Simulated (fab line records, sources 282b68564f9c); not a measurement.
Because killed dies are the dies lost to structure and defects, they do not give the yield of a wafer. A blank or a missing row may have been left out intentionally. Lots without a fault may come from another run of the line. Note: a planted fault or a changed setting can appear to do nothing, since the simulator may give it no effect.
Split-lot experiment :: flow rit-cmos :: route with 202 steps; 5 lots, 23 wafers read

THE SPLIT ITSELF
At RIT_REOX_OXIDATION_03 (target thk 25.2 nm, ox time 5580 s), the setting temp-c was moved away from the recipe's 900 C on 10 of the 23 wafers read, by -1.7% to +1.8%. All remaining wafers had this setting at the recipe value.

The file shows no step between the split and the reading.

THE READING
REOX_OXIDE_THK (nm), taken at RIT_REOX_THK_MEAS_04. Typical for fault-free wafers on this fab line: 25.34 nm, with standard deviation 0.27 nm.

wafer: L074.2
tool, chamber at the split: -, -
temp-c as run, C: 884.3
against the recipe: -1.7%
REOX_OXIDE_THK, nm: 21.77
against lot-mates on the recipe: no lot-mate on the recipe

wafer: L074.3
tool, chamber at the split: -, -
temp-c as run, C: 884.3
against the recipe: -1.7%
REOX_OXIDE_THK, nm: 21.66
against lot-mates on the recipe: no lot-mate on the recipe

wafer: L074.4
tool, chamber at the split: -, -
temp-c as run, C: 884.3
against the recipe: -1.7%
REOX_OXIDE_THK, nm: 21.92
against lot-mates on the recipe: no lot-mate on the recipe

wafer: L074.5
tool, chamber at the split: -, -
temp-c as run, C: 884.3
against the recipe: -1.7%
REOX_OXIDE_THK, nm: 21.80
against lot-mates on the recipe: no lot-mate on the recipe

wafer: L074.6
tool, chamber at the split: -, -
temp-c as run, C: 884.3
against the recipe: -1.7%
REOX_OXIDE_THK, nm: 21.77
against lot-mates on the recipe: no lot-mate on the recipe

wafer: L076.2
tool, chamber at the split: furnace-04, 0
temp-c as run, C: 900
against the recipe: recipe
REOX_OXIDE_THK, nm: 25.26
against lot-mates on the recipe: -

wafer: L076.5
tool, chamber at the split: furnace-04, 0
temp-c as run, C: 900
against the recipe: recipe
REOX_OXIDE_THK, nm: 25.27
against lot-mates on the recipe: -

wafer: L076.6
tool, chamber at the split: furnace-04, 0
temp-c as run, C: 900
against the recipe: recipe
REOX_OXIDE_THK, nm: 25.06
against lot-mates on the recipe: -

wafer: L077.1
tool, chamber at the split: -, -
temp-c as run, C: 916.4
against the recipe: +1.8%
REOX_OXIDE_THK, nm: 30.02
against lot-mates on the recipe: no lot-mate on the recipe

wafer: L077.3
tool, chamber at the split: -, -
temp-c as run, C: 916.4
against the recipe: +1.8%
REOX_OXIDE_THK, nm: 29.56
against lot-mates on the recipe: no lot-mate on the recipe

wafer: L077.4
tool, chamber at the split: -, -
temp-c as run, C: 916.4
against the recipe: +1.8%
REOX_OXIDE_THK, nm: 30.29
against lot-mates on the recipe: no lot-mate on the recipe

wafer: L077.5
tool, chamber at the split: -, -
temp-c as run, C: 916.4
against the recipe: +1.8%
REOX_OXIDE_THK, nm: 30.22
against lot-mates on the recipe: no lot-mate on the recipe

wafer: L077.6
tool, chamber at the split: -, -
temp-c as run, C: 916.4
against the recipe: +1.8%
REOX_OXIDE_THK, nm: 30.12
against lot-mates on the recipe: no lot-mate on the recipe

wafer: L079.1
tool, chamber at the split: -, -
temp-c as run, C: 900
against the recipe: recipe
REOX_OXIDE_THK, nm: 25.46
against lot-mates on the recipe: -

wafer: L079.2
tool, chamber at the split: -, -
temp-c as run, C: 900
against the recipe: recipe
REOX_OXIDE_THK, nm: 25.73
against lot-mates on the recipe: -

wafer: L079.4
tool, chamber at the split: -, -
temp-c as run, C: 900
against the recipe: recipe
REOX_OXIDE_THK, nm: 25.74
against lot-mates on the recipe: -

wafer: L079.5
tool, chamber at the split: -, -
temp-c as run, C: 900
against the recipe: recipe
REOX_OXIDE_THK, nm: 25.47
against lot-mates on the recipe: -

wafer: L079.6
tool, chamber at the split: -, -
temp-c as run, C: 900
against the recipe: recipe
REOX_OXIDE_THK, nm: 25.20
against lot-mates on the recipe: -

wafer: L082.1
tool, chamber at the split: -, -
temp-c as run, C: 900
against the recipe: recipe
REOX_OXIDE_THK, nm: 25.27
against lot-mates on the recipe: -

wafer: L082.2
tool, chamber at the split: -, -
temp-c as run, C: 900
against the recipe: recipe
REOX_OXIDE_THK, nm: 25.71
against lot-mates on the recipe: -

wafer: L082.4
tool, chamber at the split: -, -
temp-c as run, C: 900
against the recipe: recipe
REOX_OXIDE_THK, nm: 25.48
against lot-mates on the recipe: -

wafer: L082.5
tool, chamber at the split: -, -
temp-c as run, C: 900
against the recipe: recipe
REOX_OXIDE_THK, nm: 25.54
against lot-mates on the recipe: -

wafer: L082.6
tool, chamber at the split: -, -
temp-c as run, C: 900
against the recipe: recipe
REOX_OXIDE_THK, nm: 25.35
against lot-mates on the recipe: -

THE FIT
A straight line over all 23 wafers: REOX_OXIDE_THK changes by +2.32 nm for each +1% of temp-c; r = +0.99; the points scatter about the line by 0.29 nm.
Too few moved wafers have a lot-mate on the recipe to fit a line with each lot's own level taken away.

THE WHOLE CHAIN: every reading that the file lists as answering this split, in the file's order
step: RIT_REOX_OXIDATION_03
what it does: target thk 25.2 nm, ox time 5580 s
reading: SiO2_of_REOX_OXIDATION_03.thk-nm (the simulator's own value, which no gauge read)
change (the file's fit): +2.33 nm for each +1% of the setting
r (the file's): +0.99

step: RIT_REOX_THK_MEAS_04
what it does: 
reading: REOX_OXIDE_THK
change (the file's fit): +2.32 for each +1% of the setting
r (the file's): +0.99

step: RIT_SPACER_CLEAN_00
what it does: cleans in SC1, time 600 s
reading: SiO2_of_REOX_OXIDATION_03.thk-nm (the simulator's own value, which no gauge read)
change (the file's fit): +2.16 nm for each +1% of the setting
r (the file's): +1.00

step: RIT_M1_PROBE_99
what it does: 
reading: etest.pldd.rs-ohm-sq (the simulator's own value, which no gauge read)
change (the file's fit): +116 for each +1% of the setting
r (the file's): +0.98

step: RIT_M1_PROBE_99
what it does: 
reading: etest.nldd.rs-ohm-sq (the simulator's own value, which no gauge read)
change (the file's fit): +54.2 for each +1% of the setting
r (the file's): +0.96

step: RIT_M1_PROBE_99
what it does: 
reading: etest.pldd.line-ohm-um (the simulator's own value, which no gauge read)
change (the file's fit): +37.8 for each +1% of the setting
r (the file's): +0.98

THE FILE'S OWN FIT
REOX_OXIDE_THK changes by +2.32 nm for each +1% of temp-c, r = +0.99.
